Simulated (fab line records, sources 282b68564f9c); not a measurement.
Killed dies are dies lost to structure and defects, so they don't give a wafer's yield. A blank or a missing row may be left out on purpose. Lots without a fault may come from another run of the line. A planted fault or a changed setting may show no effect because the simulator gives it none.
A struck lot beside a sound one | flow rit_cmos | 32 steps out of a route of 202
Sound: wafers L370.2, L370.3, L370.6. Struck: wafers L383.1, L383.4, L383.5. The cause comes at the end.
At each step with rows: each side's tool, then ch and its chambers, then its first start. Under that, the readings that differ: sound wafers | struck wafers | difference of the means | sigmas: that difference in standard deviations of wafers without a fault.
alike: readings whose means differ by less than 2 such deviations, and words and numbers that are the same on both sides. not compared: withheld readings, readings that some wafer has no value for, bounds like >300 that may hide the same value, and numbers for which the record gives no deviation and whose values overlap.
The two part at a step that has a row with sigmas, a row that says differs or no value, or rows on one side only. Numbers that don't overlap but have no deviation are shown without sigmas and don't part them. A reading that every wafer of one side lacks parts them only if that side has two wafers or more.

first, 2 steps without rows for these wafers: RIT_SPACER_CLEAN_02 (cleans in SC2, time 600 s); RIT_SPACER_CVD_03 (deposits Si3N4 from SiH2Cl2/NH3, target thk 250 nm, time 3300 s).
RIT_SPACER_THK_MEAS_04:
  sound on film_metro-01, day 2 22:56; struck on film_metro-04, day 5 15:24
  alike: SPACER_NITRIDE_THK
RIT_SPACER_ETCHBACK_05: etches Si3N4 in SF6/CHF3, stops on SiO2, target depth 250 nm, time 240 s.
  sound on rie_diel-02 ch 0,1,3, day 2 22:59; struck on rie_diel-02 ch 0,1,3, day 5 15:28
  alike: drypump_motor_current_A, oes_product_au, throttle_valve_pct
  not compared: rf_hours_counter_h
then, 6 steps without rows for these wafers: RIT_NSD_HMDS_00 (prime time 60 s); RIT_NSD_COAT_01 (resist thk 993.2 nm); RIT_NSD_SOFTBAKE_02 (time 60 s); RIT_NSD_EXPOSE_03 (exposes mask M9, target cd 40700 nm); RIT_NSD_PEB_04; RIT_NSD_DEVELOP_05 (develop time 50 s).
RIT_NSD_OVL_MEAS_06:
  sound on overlay-01, day 2 23:59; struck on overlay-02, day 5 16:46
  alike: NSD_OVL
then, 1 step without rows for these wafers: RIT_NSD_HARDBAKE_07 (time 60 s).
RIT_NSD_IMPLANT_08:
  sound on implanter-03 ch 0, day 3 00:11; struck on implanter-03 ch 0, day 5 16:57
  reading            | sound                          | struck                        | difference | sigmas
  dose_ions_cm2      | 1.0004e+15 9.988e+14 9.998e+14 | 7.903e+14 7.916e+14 7.904e+14 | -2.089e+14 | -99 or more
  faraday_current_uA | 3061 3183 3124                 | 2504 2514 2504                | -615       | -11
RIT_NSD_STRIP_09: strips in O2, time 180 s.
  sound on plasma_asher-02 ch 0,1, day 3 00:19; struck on plasma_asher-04 ch 0,1, day 5 17:06
  alike: drypump_motor_current_A
  not compared: rf_hours_counter_h
RIT_NSD_TW_MEAS_10:
  sound on film_metro-03, day 3 00:30; struck on film_metro-01, day 5 17:31
  reading | sound          | struck         | difference | sigmas
  NSD_TW  | 3190 3201 3192 | 2931 2924 2941 | -262       | -5
  not compared: hold
then, 5 steps without rows for these wafers: RIT_PSD_COAT_01 (resist thk 1000 nm); RIT_PSD_SOFTBAKE_02 (time 59.03 s); RIT_PSD_EXPOSE_03 (exposes mask M10, target cd 40900 nm); RIT_PSD_PEB_04; RIT_PSD_DEVELOP_05 (develop time 50 s).
RIT_PSD_OVL_MEAS_06:
  sound on overlay-02, day 3 01:44; struck on overlay-01, day 6 00:40
  alike: PSD_OVL
then, 2 steps without rows for these wafers: RIT_PSD_HARDBAKE_07 (time 60 s); RIT_PSD_IMPLANT_08.
RIT_PSD_STRIP_09: strips in O2, time 180 s.
  sound on plasma_asher-01 ch 0,1, day 3 02:04; struck on plasma_asher-04 ch 0, day 6 01:24
  alike: drypump_motor_current_A
  not compared: rf_hours_counter_h
RIT_PSD_TW_MEAS_10:
  sound on film_metro-01, day 3 02:15; struck on film_metro-03, day 6 01:35
  reading | sound          | struck         | difference | sigmas
  PSD_TW  | 3369 3372 3371 | 3505 3520 3518 | +144       | +2
then, 3 steps without rows for these wafers: RIT_SDANNEAL_CLEAN_00 (cleans in SC1, time 600 s); RIT_SDANNEAL_CLEAN_01 (cleans in dHF, time 30 s); RIT_SDANNEAL_CLEAN_02 (cleans in SC2, time 600 s).
RIT_SDANNEAL_RTA_03: time 5 s.
  sound on rtp_anneal-02 ch 0, day 3 02:41; struck on rtp_anneal-01 ch 0, day 6 02:12
  alike: wafer_temp_C_max
RIT_SDANNEAL_RS_MEAS_04: measures by four-point-probe.
  sound on film_metro-02, day 3 02:46; struck on film_metro-02, day 6 02:16
  reading         | sound                | struck               | difference | sigmas
  PSD_RS (ohm/sq) | 116.28 116.62 116.52 | 115.72 115.97 115.74 | -0.66      | -2
RIT_SDANNEAL_RS_MEAS_05: measures by four-point-probe.
  sound on film_metro-02, day 3 02:53; struck on film_metro-02, day 6 02:44
  reading         | sound             | struck               | difference | sigmas
  NSD_RS (ohm/sq) | 85.09 84.93 84.89 | 102.04 102.19 102.16 | +17.16     | +61
  not compared: hold
RIT_M1_PROBE_99:
  the record has rows for the sound wafers here (prober-01, day 3 11:14) and none for the struck ones

WHERE THEY PART
First at RIT_NSD_IMPLANT_08; last, within this record, at RIT_M1_PROBE_99.

WHY: what the simulator had put in
Process parameter drift: implanter-03, from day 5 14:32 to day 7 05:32, at RIT_NSD_IMPLANT_08. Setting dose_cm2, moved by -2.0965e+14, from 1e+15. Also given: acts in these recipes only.
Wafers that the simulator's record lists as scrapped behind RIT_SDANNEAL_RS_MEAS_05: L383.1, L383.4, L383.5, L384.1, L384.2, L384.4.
